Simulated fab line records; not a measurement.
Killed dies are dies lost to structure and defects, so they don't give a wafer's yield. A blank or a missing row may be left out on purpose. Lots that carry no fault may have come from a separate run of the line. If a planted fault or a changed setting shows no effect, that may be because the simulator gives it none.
fab line records | flow rit-cmos | part 2 of 2: steps 36 to 49 of 49
record lots=5 | wafers=15 | last-day=7
route steps=202 shown REOX@102 NLDD@103 PLDD@114 SPACER@125 NSD@131 PSD@142
lots that met no fault: taken from a fault-free run of the same line
start-h: start of the lot's first displayed wafer, in hours after the record's first day | wait-h: how many hours have passed since the lot's step before this one | " the same as in the row above | L1.1+2: one row covering several wafers at once | - no value, or no start was given | * or withheld: withheld | < > ~ a bound
route shown NAME@n: NAME is a module with steps in the file, n the number in the route of the first one | usual: mean and standard deviation over wafers with no fault | same: alike in all rows | chamber/n: place in a boat | sites: the reading at each site | _std_site: how widely they spread, as a standard deviation | _edge_site: inner sites' mean taken away from outer sites' mean | radius-mm: how far each site lies from the wafer's centre | mask NAME#n: copy n | behind: the tool/chamber that last shaped the wafer | hold: why the lot was held/for how many hours/how that ended | device: whichever transistor did not switch (one of n, p or np) | end of line: the same wafers' tests at the end of the route | a step with no rows: only its recipe | killed: not the wafer's yield, but the dies lost to structure and defects at the first sort | map: shows each die of a wafer: x if killed, . if not, _ if none is there
set.NAME: setting as actually run; set.NAME@STEP: the setting as run at that earlier step | model.NAME: the simulator's own value behind a step, which no gauge read
lots at some steps of the route; a table a step, a row a wafer
services: a tool's chamber out of use, with start hour (start-h, from the record's first day; less than 0 if before it), hours out, and reason
## steps
# step RIT_NSD_OVL_MEAS_06
# usual NSD_OVL=0.2/1.4
lot.wafer | tool       | chamber | start-h | wait-h | NSD_OVL[nm]
L074.1    | overlay-02 | -       | 63.59   | -      | 1.4
L074.2    | "          | -       | "       | "      | 2.6
L074.4    | "          | -       | "       | "      | -0.3
L076.2    | overlay-01 | -       | 69.38   | -      | 0.9
L076.4    | "          | -       | "       | "      | 0.7
L076.6    | "          | -       | "       | "      | 0.0
L079.1    | overlay-02 | -       | 86.15   | -      | -0.8
L079.2    | "          | -       | "       | "      | 1.8
L079.6    | "          | -       | "       | "      | -0.3
L092.1    | overlay-01 | -       | 138.76  | -      | 0.1
L092.2    | "          | -       | "       | "      | -0.4
L092.5    | "          | -       | "       | "      | -0.2
L095.1    | overlay-01 | -       | 157.17  | -      | -0.8
L095.2    | "          | -       | "       | "      | -2.3
L095.3    | "          | -       | "       | "      | -2.4
# step RIT_NSD_HARDBAKE_07
# recipe resist=NOVOLAK | temp-c=140 | time-s=60
lot.wafer  | tool           | chamber | start-h | wait-h
L074.1+2+4 | litho-track-01 | 0       | 63.70   | 0.1
L076.2+4+6 | litho-track-02 | 0       | 69.43   | 0.0
L079.1+2+6 | litho-track-02 | 0       | 86.19   | 0.0
L092.1+2+5 | litho-track-02 | 0       | 138.79  | 0.0
L095.1+2+3 | litho-track-02 | 0       | 157.21  | 0.0
# step RIT_NSD_IMPLANT_08
# recipe species=P | energy-kev=25 | dose-cm2=1e+15 | tilt-deg=7
# usual beam-on-s=10.03/0.21
lot.wafer | tool         | chamber | start-h | wait-h | beam-on-s
L074.1    | implanter-02 | 0       | 63.85   | 0.1    | 10.16
L074.2    | "            | 0       | "       | "      | 10.33
L074.4    | "            | 0       | "       | "      | 9.92
L076.2    | implanter-02 | 0       | 69.58   | 0.1    | 9.86
L076.4    | "            | 0       | "       | "      | 10.16
L076.6    | "            | 0       | "       | "      | 10.00
L079.1    | implanter-01 | 0       | 86.34   | 0.1    | 10.19
L079.2    | "            | 0       | "       | "      | 10.11
L079.6    | "            | 0       | "       | "      | 10.17
L092.1    | implanter-01 | 0       | 138.94  | 0.1    | 9.88
L092.2    | "            | 0       | "       | "      | 9.80
L092.5    | "            | 0       | "       | "      | 10.54
L095.1    | implanter-01 | 0       | 157.36  | 0.1    | 10.06
L095.2    | "            | 0       | "       | "      | 10.20
L095.3    | "            | 0       | "       | "      | 9.96
# step RIT_NSD_STRIP_09
# recipe chemistry=O2 | time-s=180 | resist=NOVOLAK | platen-temp-c=withheld | power-w=500 | pressure-mtorr=4000 | o2-flow-sccm=4000
# usual drypump-motor-current-A=5.9/0.37
lot.wafer | tool            | chamber | start-h | wait-h | drypump-motor-current-A | rf-hours-counter-h
L074.1    | plasma-asher-03 | 1       | 64.00   | 0.1    | 5.9                     | 39
L074.2    | "               | 0       | "       | "      | 5.7                     | 39
L074.4    | "               | 0       | "       | "      | 5.7                     | -
L076.2    | plasma-asher-03 | 0       | 69.71   | 0.1    | 5.7                     | 40
L076.4    | "               | 1       | "       | "      | 5.9                     | -
L076.6    | "               | 1       | "       | "      | 6.0                     | -
L079.1    | plasma-asher-04 | 0       | 86.49   | 0.1    | 5.7                     | 44
L079.2    | "               | 1       | "       | "      | 6.6                     | 44
L079.6    | "               | 1       | "       | "      | 6.6                     | -
L092.1    | plasma-asher-01 | 1       | 139.09  | 0.1    | 5.7                     | 2
L092.2    | "               | 0       | "       | "      | 5.6                     | 2
L092.5    | "               | 1       | "       | "      | 5.7                     | -
L095.1    | plasma-asher-01 | 1       | 157.51  | 0.1    | 5.7                     | 4
L095.2    | "               | 0       | "       | "      | 5.6                     | 4
L095.3    | "               | 0       | "       | "      | 5.6                     | -
# step RIT_NSD_TW_MEAS_10
# usual NSD_TW=3135/34
lot.wafer | tool          | chamber | start-h | wait-h | NSD_TW
L074.1    | film-metro-03 | -       | 64.18   | 0.1    | 3169
L074.2    | "             | -       | "       | "      | 3180
L074.4    | "             | -       | "       | "      | 3180
L076.2    | film-metro-01 | -       | 69.89   | 0.1    | 3094
L076.4    | "             | -       | "       | "      | 3090
L076.6    | "             | -       | "       | "      | 3086
L079.1    | film-metro-03 | -       | 86.66   | 0.1    | 3148
L079.2    | "             | -       | "       | "      | 3163
L079.6    | "             | -       | "       | "      | 3137
L092.1    | film-metro-01 | -       | 139.27  | 0.1    | 3091
L092.2    | "             | -       | "       | "      | 3112
L092.5    | "             | -       | "       | "      | 3099
L095.1    | film-metro-01 | -       | 157.68  | 0.1    | 3076
L095.2    | "             | -       | "       | "      | 3084
L095.3    | "             | -       | "       | "      | 3076
# step RIT_PSD_HMDS_00
# recipe prime-time-s=60 | prime-temp-c=140
lot.wafer  | tool           | chamber | start-h | wait-h
L074.1+2+4 | litho-track-03 | 0       | 64.35   | 0.2
L076.2+4+6 | litho-track-03 | 0       | 70.02   | 0.1
L079.1+2+6 | litho-track-02 | 0       | 86.72   | 0.1
L092.1+2+5 | litho-track-03 | 0       | 139.33  | 0.1
L095.1+2+3 | litho-track-03 | 0       | 157.76  | 0.1
# step RIT_PSD_COAT_01
# recipe resist=NOVOLAK | spin-rpm=3250 | resist-thk-nm=1000
lot.wafer  | tool           | chamber | start-h | wait-h
L074.1+2+4 | litho-track-03 | 0       | 64.50   | 0.1
L076.2+4+6 | litho-track-03 | 0       | 70.17   | 0.1
L079.1+2+6 | litho-track-02 | 0       | 86.87   | 0.1
L092.1+2+5 | litho-track-03 | 0       | 139.48  | 0.1
L095.1+2+3 | litho-track-03 | 0       | 157.91  | 0.1
# step RIT_PSD_SOFTBAKE_02
# recipe resist=NOVOLAK | temp-c=90 | time-s=60
lot.wafer  | tool           | chamber | start-h | wait-h
L074.1+2+4 | litho-track-03 | 0       | 64.65   | 0.1
L076.2+4+6 | litho-track-03 | 0       | 70.32   | 0.1
L079.1+2+6 | litho-track-02 | 0       | 87.02   | 0.1
L092.1+2+5 | litho-track-03 | 0       | 139.63  | 0.1
L095.1+2+3 | litho-track-03 | 0       | 158.06  | 0.1
# step RIT_PSD_EXPOSE_03
# recipe mask-id=M10 | na=0.57 | target-cd-nm=40900 | dose-mj=250
# usual reticle-temp-C=23.00/0.093
lot.wafer | tool             | chamber | start-h | wait-h | mask  | reticle-temp-C
L074.1    | iline-stepper-01 | 0       | 64.93   | 0.2    | M10#0 | 22.90
L074.2    | "                | 0       | "       | "      | M10#0 | 23.14
L074.4    | "                | 0       | "       | "      | M10#0 | 23.02
L076.2    | iline-stepper-02 | 0       | 70.64   | 0.3    | M10#0 | 23.08
L076.4    | "                | 0       | "       | "      | M10#0 | 23.07
L076.6    | "                | 0       | "       | "      | M10#0 | 23.04
L079.1    | iline-stepper-01 | 0       | 87.30   | 0.2    | M10#0 | 23.17
L079.2    | "                | 0       | "       | "      | M10#0 | 22.96
L079.6    | "                | 0       | "       | "      | M10#0 | 23.05
L092.1    | iline-stepper-02 | 0       | 139.90  | 0.2    | M10#0 | 22.90
L092.2    | "                | 0       | "       | "      | M10#0 | 23.00
L092.5    | "                | 0       | "       | "      | M10#0 | 22.88
L095.1    | iline-stepper-01 | 0       | 158.21  | 0.1    | M10#0 | 22.88
L095.2    | "                | 0       | "       | "      | M10#0 | 23.03
L095.3    | "                | 0       | "       | "      | M10#0 | 23.09
# step RIT_PSD_PEB_04
# recipe resist=NOVOLAK | temp-c=withheld | time-s=withheld
lot.wafer  | tool           | chamber | start-h | wait-h
L074.1+2+4 | litho-track-03 | 0       | 65.12   | 0.2
L076.2+4+6 | litho-track-03 | 0       | 70.77   | 0.1
L079.1+2+6 | litho-track-02 | 0       | 87.41   | 0.1
L092.1+2+5 | litho-track-03 | 0       | 140.02  | 0.1
L095.1+2+3 | litho-track-02 | 0       | 158.33  | 0.1
# step RIT_PSD_DEVELOP_05
# recipe resist=NOVOLAK | develop-time-s=50 | dev-temp-c=23
lot.wafer  | tool           | chamber | start-h | wait-h
L074.1+2+4 | litho-track-03 | 0       | -       | -
L076.2+4+6 | litho-track-03 | 0       | -       | -
L079.1+2+6 | litho-track-02 | 0       | -       | -
L092.1+2+5 | litho-track-03 | 0       | -       | -
L095.1+2+3 | litho-track-02 | 0       | -       | -
# step RIT_PSD_OVL_MEAS_06
# usual PSD_OVL=-0.9/1.2
lot.wafer | tool       | chamber | start-h | wait-h | PSD_OVL[nm]
L074.1    | overlay-01 | -       | 65.40   | -      | -1.2
L074.2    | "          | -       | "       | "      | 0.9
L074.4    | "          | -       | "       | "      | -0.6
L076.2    | overlay-02 | -       | 71.03   | -      | -1.1
L076.4    | "          | -       | "       | "      | -0.7
L076.6    | "          | -       | "       | "      | -2.0
L079.1    | overlay-01 | -       | 87.70   | -      | -1.6
L079.2    | "          | -       | "       | "      | -2.6
L079.6    | "          | -       | "       | "      | -1.0
L092.1    | overlay-01 | -       | 140.30  | -      | -1.8
L092.2    | "          | -       | "       | "      | -1.2
L092.5    | "          | -       | "       | "      | -0.5
L095.1    | overlay-02 | -       | 158.61  | -      | 1.1
L095.2    | "          | -       | "       | "      | 0.4
L095.3    | "          | -       | "       | "      | -1.7
# step RIT_PSD_HARDBAKE_07
# recipe resist=NOVOLAK | temp-c=140 | time-s=60
lot.wafer  | tool           | chamber | start-h | wait-h
L074.1+2+4 | litho-track-03 | 0       | 65.44   | 0.0
L076.2+4+6 | litho-track-02 | 0       | 71.10   | 0.1
L079.1+2+6 | litho-track-03 | 0       | 87.73   | 0.0
L092.1+2+5 | litho-track-04 | 0       | 140.34  | 0.0
L095.1+2+3 | litho-track-04 | 0       | 158.65  | 0.0
# step RIT_PSD_IMPLANT_08
# recipe species=BF2 | energy-kev=27 | dose-cm2=5e+15 | tilt-deg=7
# usual beam-on-s=13.7/0.94
lot.wafer | tool         | chamber | start-h | wait-h | beam-on-s
L074.1    | implanter-01 | 0       | 65.59   | 0.1    | 12.2
L074.2    | "            | 0       | "       | "      | 13.0
L074.4    | "            | 0       | "       | "      | 12.4
L076.2    | implanter-01 | 0       | 71.25   | 0.1    | 12.3
L076.4    | "            | 0       | "       | "      | 12.6
L076.6    | "            | 0       | "       | "      | 12.2
L079.1    | implanter-01 | 0       | 87.88   | 0.1    | 12.7
L079.2    | "            | 0       | "       | "      | 12.7
L079.6    | "            | 0       | "       | "      | 12.4
L092.1    | implanter-02 | 0       | 140.49  | 0.1    | 14.1
L092.2    | "            | 0       | "       | "      | 14.2
L092.5    | "            | 0       | "       | "      | 14.3
L095.1    | implanter-04 | 0       | 158.80  | 0.1    | 14.8
L095.2    | "            | 0       | "       | "      | 14.7
L095.3    | "            | 0       | "       | "      | 14.7
## services
tool             | chamber | start-h | hours | kind
implanter-04     | -       | 36.21   | 2.1   | repair
implanter-02     | -       | 41.45   | 1.7   | repair
plasma-asher-03  | -       | 43.92   | 2.2   | repair
lpcvd-02         | -       | 45.15   | 2.8   | pm
implanter-03     | -       | 45.43   | 5.1   | repair
plasma-asher-04  | -       | 57.13   | 14.6  | pm
rie-diel-02      | 2       | 63.92   | 9.9   | repair
wet-bench-02     | -       | 76.46   | 38.1  | pm
implanter-04     | -       | 78.57   | 3.8   | pm
iline-stepper-02 | -       | 80.05   | 1.9   | repair
plasma-asher-01  | -       | 80.55   | 13.0  | repair
rie-diel-03      | -       | 85.52   | 0.1   | repair
implanter-02     | -       | 85.54   | 1.1   | repair
rie-diel-02      | 3       | 91.86   | 8.2   | repair
rie-diel-03      | -       | 93.43   | 0.5   | repair
wet-bench-03     | -       | 103.50  | 1.9   | pm
plasma-asher-01  | -       | 108.75  | 9.0   | pm
implanter-03     | -       | 119.76  | 7.8   | repair
implanter-04     | -       | 133.82  | 3.4   | pm
wet-bench-03     | -       | 134.53  | 1.6   | repair
rie-diel-02      | 1       | 144.08  | 4.5   | repair
plasma-asher-03  | -       | 145.20  | 0.4   | repair
implanter-03     | -       | 147.86  | 17.0  | repair
plasma-asher-04  | -       | 157.55  | 2.8   | pm
